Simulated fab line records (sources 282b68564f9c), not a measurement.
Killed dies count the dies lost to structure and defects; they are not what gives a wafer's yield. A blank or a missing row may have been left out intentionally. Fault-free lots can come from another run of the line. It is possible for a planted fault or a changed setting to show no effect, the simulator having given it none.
Which tool is to blame? + flow rit cmos + Sampling: 13 lots, 39 wafers, 2 of 202 route steps

== WHAT THE GAUGES SHOWED, per wafer ==
RIT_M1_CD_MEAS_09 targets a cd of 2600 nm. Usual: 2599.8 nm for cd nm, sd 2.1.
| lot  | measured    | on        | cd nm (nm)                                | flag |
|------|-------------|-----------|-------------------------------------------|------|
| L619 | day 3 16:46 | cd sem-01 | 2598.2 2598.5 2597.6                      |      |
| L620 | day 3 21:07 | cd sem-02 | 2598.8 2598.7 2598.5                      |      |
| L621 | day 4 01:23 | cd sem-01 | 2750.9 2747.5 2747.9 2750.9 2747.5 2748.0 | OFF  |
| L631 | day 6 01:31 | cd sem-02 | 2598.8 2600.1 2600.1                      |      |
| L632 | day 6 04:51 | cd sem-02 | 2598.7 2599.9 2601.6                      |      |
| L633 | day 6 10:17 | cd sem-01 | 2601.1 2600.6 2600.3                      |      |
| L634 | day 6 17:25 | cd sem-02 | 2598.8 2597.4 2599.2                      |      |
| L635 | day 6 19:43 | cd sem-01 | 2599.5 2599.0 2602.9                      |      |
| L636 | day 6 20:52 | cd sem-01 | 2596.1 2598.0 2597.9                      |      |
| L637 | day 7 12:31 | cd sem-01 | 2599.8 2598.9 2599.6                      |      |
| L639 | day 8 09:10 | cd sem-01 | 2596.4 2597.4 2596.2                      |      |
| L641 | day 8 09:58 | cd sem-02 | 2598.2 2598.8 2599.1                      |      |
| L642 | day 8 17:01 | cd sem-02 | 2600.8 2600.2 2599.6                      |      |

== WHAT TOOL EACH LOT RAN ON (gives the tool, then ch and the chambers of the sampled wafers, and finally the start) ==
| lot  | RIT_M1_EXPOSE_06                   |
|------|------------------------------------|
| L619 | iline stepper-01 ch 0, day 3 16:20 |
| L620 | iline stepper-01 ch 0, day 3 20:41 |
| L621 | iline stepper-01 ch 0, day 4 00:58 |
| L631 | iline stepper-01 ch 0, day 6 01:05 |
| L632 | iline stepper-01 ch 0, day 6 04:25 |
| L633 | iline stepper-02 ch 0, day 6 09:50 |
| L634 | iline stepper-02 ch 0, day 6 16:59 |
| L635 | iline stepper-01 ch 0, day 6 19:17 |
| L636 | iline stepper-01 ch 0, day 6 20:26 |
| L637 | iline stepper-01 ch 0, day 7 12:05 |
| L639 | iline stepper-01 ch 0, day 8 08:44 |
| L641 | iline stepper-01 ch 0, day 8 09:17 |
| L642 | iline stepper-02 ch 0, day 8 16:21 |
- RIT_M1_EXPOSE_06: exposes mask M12, target cd 2600 nm.

== AS READ BY THE TOOLS THEMSELVES (means over the sampled wafers that have a number; for cases with no such wafer, the mark the record gives instead) ==
The record holds no such reading with a usual standard deviation.

== THE ANSWER, worked out from the rows above alone ==
Rule: take the mean of a lot's wafers that have a number; if it is more than 3 standard deviations from the usual mean, the lot is off. Also off: a lot with no number at a reading for which 4 or more lots have one. The other lots that the step has rows for count as sound. The gauges are gone through in route order, then the tools' own readings, and for those a lot's mean is taken as printed above. The first step at which some lot is off is used, and at that step the reading that is off furthest; a lot without a number counts as furthest.
Off at RIT_M1_CD_MEAS_09 (cd nm): L621.
A tool fits if, at a process step before that reading, it ran every lot that is off, and no sound lot after the first of them. Those tools and the gauges at RIT_M1_CD_MEAS_09 are tried in the same way. Not one of the candidates tried fits.

== WHAT WAS PUT IN BY THE SIMULATOR ==
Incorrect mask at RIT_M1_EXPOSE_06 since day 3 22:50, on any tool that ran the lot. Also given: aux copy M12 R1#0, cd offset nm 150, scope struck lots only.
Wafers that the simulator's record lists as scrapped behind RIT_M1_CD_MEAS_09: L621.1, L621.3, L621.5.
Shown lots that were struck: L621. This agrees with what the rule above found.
